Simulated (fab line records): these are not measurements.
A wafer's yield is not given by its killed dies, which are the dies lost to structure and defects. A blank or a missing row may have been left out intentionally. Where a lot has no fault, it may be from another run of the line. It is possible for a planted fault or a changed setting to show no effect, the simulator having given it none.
Code-filled problem report in 8D (eight disciplines) form :: flow rit_cmos :: the parts of the form that need people (team, actions taken, sign-off) are left out

== 1. THE PROBLEM ==
Mean PSD_RS at RIT_SDANNEAL_RS_MEAS_04: 130.16 ohm/sq over 9 wafers in 3 lots; fault-free wafers: 115.89 ohm/sq, standard deviation 0.28. Relative to the usual mean, that is a shift of +51 standard deviations.
The step: measures by four-point-probe.
First observed at day 5 10:53: wafer L819.1, on film_metro-01. At this step, 45 wafers from 15 lots have a number in the record. The rule behind "out" and "out of limits": a value lying over 4 standard deviations away from the usual mean. The rest of the wafers with a number are treated as sound.

== 2. WHAT IT IS, WHAT IT ISN'T ==
question: which readings at this step
is: PSD_RS
is not: -

question: which lots
is: L819, L820, L822
is not: L809, L810, L811, L813, L814, L815, L816, L817, L818, L829, L831, L832

question: which wafers of those lots
is: all that have a number
is not: -

question: read on which gauges
is: film_metro-01, film_metro-03
is not: film_metro-02

question: when
is: from day 5 10:53
is not: up to then (24 sound wafers); but 12 sound wafers of L818, L829, L831, L832 came after

== 3. SUSPECTS, AND WHAT RULES EACH OUT ==
Counting: any tool at a process step up to the reading is kept as a suspect provided that every lot that is out went through it and no sound lot did after the first of them.
- the gauge at RIT_SDANNEAL_RS_MEAS_04 is ruled out. The wafers that are out were read on 2 gauges (film_metro-01, film_metro-03).
- rtp_anneal-01 at RIT_SDANNEAL_RTA_03 (time 5 s): ruled out as a lasting fault. Following L819 (day 5 10:50), the first lot on it that is out, the sound lots L832 were run on it.
Left after counting: nothing in the record.

== 4. THE CAUSE (what the simulator had put in) ==
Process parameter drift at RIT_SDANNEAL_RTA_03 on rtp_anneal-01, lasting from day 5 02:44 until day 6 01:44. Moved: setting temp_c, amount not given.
The count ruled it out by mistake, since the rule takes a fault to strike every lot its tool runs from the start of the fault on, and this one did not do so.

== 5. THE CHAIN OF EFFECTS, in route order ==
Each row: a reading where the mean over the struck wafers with a number is more than 3 standard deviations away from the usual. Scope: only readings with a usual standard deviation given in the record; hours: median across lots of the time from each lot's start at the first step in this table that gives one to its start at this step; sigmas: change in usual standard deviations.
hours: 0
step: RIT_SDANNEAL_RTA_03
reading: wafer_temp_C_max
usual: 1053.5
on struck wafers: 1033.6
change: -19.9
sigmas: -15

hours: 0
step: RIT_SDANNEAL_RS_MEAS_04
reading: PSD_RS
usual: 115.89 ohm/sq
on struck wafers: 130.16
change: +14.27
sigmas: +51

hours: 0
step: RIT_SDANNEAL_RS_MEAS_06
reading: PLDD_RS
usual: 178.6 ohm/sq
on struck wafers: 194.2
change: +15.6
sigmas: +34
Process steps it contains:
- RIT_SDANNEAL_RTA_03: time 5 s.
Later measuring or inspecting steps at which every struck wafer that the step has a row for has a number for every such reading, and none has moved that far: RIT_SDANNEAL_RS_MEAS_05, RIT_CONTACT_CD_MEAS_08.

== 6. WHAT WOULD HAVE CAUGHT IT SOONER ==
8 hours passed between the start of the fault at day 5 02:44 and the first reading out of limits at a measuring or inspecting step in this record, taken at day 5 10:53.
The tool's own readings at RIT_SDANNEAL_RTA_03 were out on every struck wafer that the step has a row for (wafer_temp_C_max): an alarm limit on them would have fired on the first of those.
